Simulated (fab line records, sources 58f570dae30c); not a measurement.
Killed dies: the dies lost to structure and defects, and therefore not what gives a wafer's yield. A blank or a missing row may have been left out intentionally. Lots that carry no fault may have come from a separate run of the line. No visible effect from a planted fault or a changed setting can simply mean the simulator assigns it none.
Which tool was responsible?	flow berkeley cmos170	42 wafers from 14 lots sampled at 6 of the route's 331 steps

== WHAT THE GAUGES SHOWED, per wafer ==
UCB170_ACTIVE_OVL_MEAS_14.
lot	measured	on	ACTIVE_OVL (nm)
L668	day 4 19:27	overlay-01	0 -12 -2
L667	day 4 19:47	overlay-01	-3 -3 -6
L669	day 5 06:05	overlay-01	-9 -2 -12
L671	day 5 06:12	overlay-02	-11 0 -6
L670	day 5 06:27	overlay-01	4 9 3
L672	day 5 23:58	overlay-01	0 -3 -8
L675	day 6 09:25	overlay-02	-6 0 -5
L680	day 7 06:02	overlay-01	4 -7 2
L681	day 7 06:36	overlay-02	-5 -7 -7
L683	day 8 11:00	overlay-01	4 6 6
L686	day 8 20:35	overlay-02	-5 0 -4
L687	day 9 05:10	overlay-01	-1 1 -9
L689	day 9 16:58	overlay-02	-16 -7 -2
L690	day 9 17:12	overlay-02	-13 -9 -9

UCB170_PVT_TW_MEAS_09.
lot	measured	on	PVT_TW
L668	day 6 08:01	film metro-03	503.7 505.4 504.1
L667	day 6 06:58	film metro-04	499.5 497.8 498.6
L669	day 6 21:57	film metro-01	504.7 507.0 505.1
L671	day 6 21:16	film metro-04	499.7 499.3 500.1
L670	day 6 21:33	film metro-01	506.0 508.7 506.4
L672	day 7 12:00	film metro-01	499.0 497.8 496.7
L675	day 7 21:36	film metro-03	500.9 505.3 502.4
L680	day 9 14:45	film metro-01	29.7 29.7 29.8
L681	day 9 14:52	film metro-03	29.8 29.9 29.7
L683	day 10 07:56	film metro-03	502.3 502.4 503.6
L686	day 10 07:40	film metro-01	500.5 499.3 498.3
L687	day 10 22:15	film metro-03	500.4 499.0 502.3
L689	day 11 14:58	film metro-04	503.3 503.1 503.0
L690	day 11 14:44	film metro-03	506.8 505.5 505.4

UCB170_M3_CD_MEAS_15 targets a cd of 700 nm.
lot	measured	on	cd nm (nm)
L668	day 8 16:08	cd sem-02	700.3 700.0 698.6
L667	day 8 14:10	cd sem-01	703.7 701.7 702.9
L669	day 8 23:16	cd sem-01	700.2 699.9 700.6
L671	day 8 20:13	cd sem-01	700.2 700.7 700.1
L670	day 8 23:44	cd sem-02	698.8 699.0 698.7
L672	day 9 23:02	cd sem-01	701.3 701.1 701.0
L675	day 10 10:10	cd sem-02	697.6 695.5 697.8
L680	day 11 14:27	cd sem-02	698.0 698.3 698.7
L681	day 11 18:52	cd sem-02	699.5 700.7 700.5
L683	day 12 21:35	cd sem-02	697.0 698.4 696.7
L686	day 12 12:56	cd sem-02	697.8 700.4 699.0
L687	day 12 21:17	cd sem-01	700.4 699.6 700.2
L689	day 14 04:34	cd sem-01	701.3 698.3 700.3
L690	day 13 13:26	cd sem-02	699.5 698.6 698.4

== WHICH TOOL RAN EACH LOT (tool, then ch and the chambers of the sampled wafers, then the start) ==
lot	UCB170_NVT_STRIP_08	UCB170_PVT_STRIP_08	UCB170_CONTACT_ETCH_17
L668	plasma asher-02 ch 0,1, day 6 05:29	plasma asher-01 ch 0,1, day 6 07:55	rie diel-04 ch 0,1, day 7 23:57
L667	plasma asher-01 ch 0,1, day 6 04:48	plasma asher-02 ch 0,1, day 6 06:53	rie diel-01 ch 0,1,2, day 7 23:52
L669	plasma asher-01 ch 0,1, day 6 19:44	plasma asher-03 ch 0, day 6 21:51	rie diel-02 ch 2,3, day 8 08:41
L671	plasma asher-04 ch 0,1, day 6 19:23	plasma asher-01 ch 0,1, day 6 21:10	rie diel-04 ch 0,2,3, day 8 06:13
L670	plasma asher-02 ch 0,1, day 6 19:37	plasma asher-02 ch 0,1, day 6 21:26	rie diel-02 ch 1,2, day 8 06:49
L672	plasma asher-04 ch 0,1, day 7 07:28	plasma asher-02 ch 0,1, day 7 11:55	rie diel-01 ch 0,3, day 9 07:47
L675	plasma asher-04 ch 0,1, day 7 19:49	plasma asher-01 ch 0,1, day 7 21:31	rie diel-04 ch 0,2,3, day 9 16:14
L680	plasma asher-02 ch 0,1, day 9 11:07	plasma asher-03 ch 0,1, day 9 14:39	rie diel-04 ch 2,3, day 10 23:33
L681	plasma asher-01 ch 0,1, day 9 10:57	plasma asher-02 ch 0,1, day 9 14:47	rie diel-01 ch 0,1,2, day 11 01:41
L683	plasma asher-02 ch 0,1, day 10 05:30	plasma asher-03 ch 0,1, day 10 07:50	rie diel-04 ch 1,3, day 12 00:38
L686	plasma asher-01 ch 0,1, day 10 05:14	plasma asher-02 ch 1, day 10 07:34	rie diel-01 ch 1,2,3, day 11 19:53
L687	plasma asher-02 ch 1, day 10 17:14	plasma asher-03 ch 0,1, day 10 22:09	rie diel-02 ch 0,2, day 12 06:04
L689	plasma asher-01 ch 0,1, day 11 13:20	plasma asher-02 ch 0,1, day 11 14:52	rie diel-01 ch 0,1,3, day 13 11:52
L690	plasma asher-02 ch 0,1, day 11 13:04	plasma asher-03 ch 0,1, day 11 14:38	rie diel-01 ch 1,2,3, day 12 21:18
- UCB170_NVT_STRIP_08: strips in O2.
- UCB170_PVT_STRIP_08: strips in O2.
- UCB170_CONTACT_ETCH_17: etches BARC in N2/H2.

== WHAT THE TOOLS THEMSELVES READ (means of the sampled wafers that have a number; where no wafer has one, the mark that the record gives instead) ==
UCB170_NVT_STRIP_08.
lot	tool	chamber pressure mTorr (mTorr)	drypump motor current A (A)	oes product au (a.u.)	strip time to endpoint s (s)
L668	plasma asher-02	3505	5.94	0.734	21.61
L667	plasma asher-01	3501	5.57	0.734	21.57
L669	plasma asher-01	3501	5.57	0.735	21.76
L671	plasma asher-04	3501	5.43	0.736	21.63
L670	plasma asher-02	3499	5.94	0.733	21.58
L672	plasma asher-04	3498	5.43	0.730	21.68
L675	plasma asher-04	3503	5.49	0.734	21.64
L680	plasma asher-02	-	-	-	-
L681	plasma asher-01	-	-	-	-
L683	plasma asher-02	3499	5.92	0.740	21.59
L686	plasma asher-01	3500	5.59	0.734	21.61
L687	plasma asher-02	3498	5.45	0.736	21.68
L689	plasma asher-01	3499	5.55	0.738	21.61
L690	plasma asher-02	3497	5.93	0.736	21.69

UCB170_PVT_STRIP_08.
lot	tool	chamber pressure mTorr (mTorr)	drypump motor current A (A)	oes product au (a.u.)	strip time to endpoint s (s)
L668	plasma asher-01	3500	5.6	0.732	21.58
L667	plasma asher-02	3503	5.9	0.734	21.62
L669	plasma asher-03	3502	5.3	0.732	21.59
L671	plasma asher-01	3500	5.6	0.733	21.57
L670	plasma asher-02	3499	6.0	0.735	21.62
L672	plasma asher-02	3501	5.7	0.736	21.65
L675	plasma asher-01	3500	5.6	0.733	21.64
L680	plasma asher-03	3498	5.6	0.737	47.76
L681	plasma asher-02	3502	6.0	0.739	47.72
L683	plasma asher-03	3498	6.0	0.736	21.55
L686	plasma asher-02	3501	5.5	0.736	21.53
L687	plasma asher-03	3499	6.0	0.730	21.64
L689	plasma asher-02	3501	5.9	0.731	21.54
L690	plasma asher-03	3502	5.6	0.738	21.64

UCB170_CONTACT_ETCH_17.
lot	tool	drypump motor current A (A)	oes product au (a.u.)	throttle valve pct (%)
L668	rie diel-04	5.41	1.002	13.29
L667	rie diel-01	5.71	1.022	13.39
L669	rie diel-02	5.89	1.003	13.15
L671	rie diel-04	5.69	0.994	13.19
L670	rie diel-02	5.74	1.007	13.25
L672	rie diel-01	5.92	1.020	13.51
L675	rie diel-04	5.69	0.998	13.17
L680	rie diel-04	5.79	0.999	13.08
L681	rie diel-01	5.72	1.024	13.40
L683	rie diel-04	5.68	0.993	13.14
L686	rie diel-01	5.61	1.025	13.42
L687	rie diel-02	5.92	0.985	13.31
L689	rie diel-01	5.76	1.035	13.46
L690	rie diel-01	5.61	1.020	13.43

== THE ANSWER, worked out from the rows above alone ==
Rule: the lots themselves supply what counts as usual. The widest of any qualifying gaps counts: lots, ordered by their means at a reading, are off when they make up no more than a third of the lots, leave a main group of 4 or more, and stand apart from it by 3 or more times the standard deviation of that group's means. Not used: any main group whose means are identical at the precision the tables above print for the reading. Also off: a lot with no number at a reading for which 4 or more lots have one. Where the step has rows for the other lots, those lots are counted as sound. Order of review: gauges by route order, followed by the tools' own readings, for which a lot's mean as printed above is used. The first step at which some lot is off is used, and at that step the reading that is off furthest; a lot without a number counts as furthest.
Off: at UCB170_PVT_TW_MEAS_09 (PVT_TW), L680, L681. For the main group the mean is 502.3 and the standard deviation 2.9.
If a tool, at a process step before that reading, ran all the lots that are off and no sound lot after the first of them, it fits. The gauges at UCB170_PVT_TW_MEAS_09 aren't tried: what is off there is off at UCB170_NVT_STRIP_08 too, on other tools, and a gauge's error can't cause that. Not one of the candidates tried fits.

== WHAT THE SIMULATOR HAD PUT IN ==
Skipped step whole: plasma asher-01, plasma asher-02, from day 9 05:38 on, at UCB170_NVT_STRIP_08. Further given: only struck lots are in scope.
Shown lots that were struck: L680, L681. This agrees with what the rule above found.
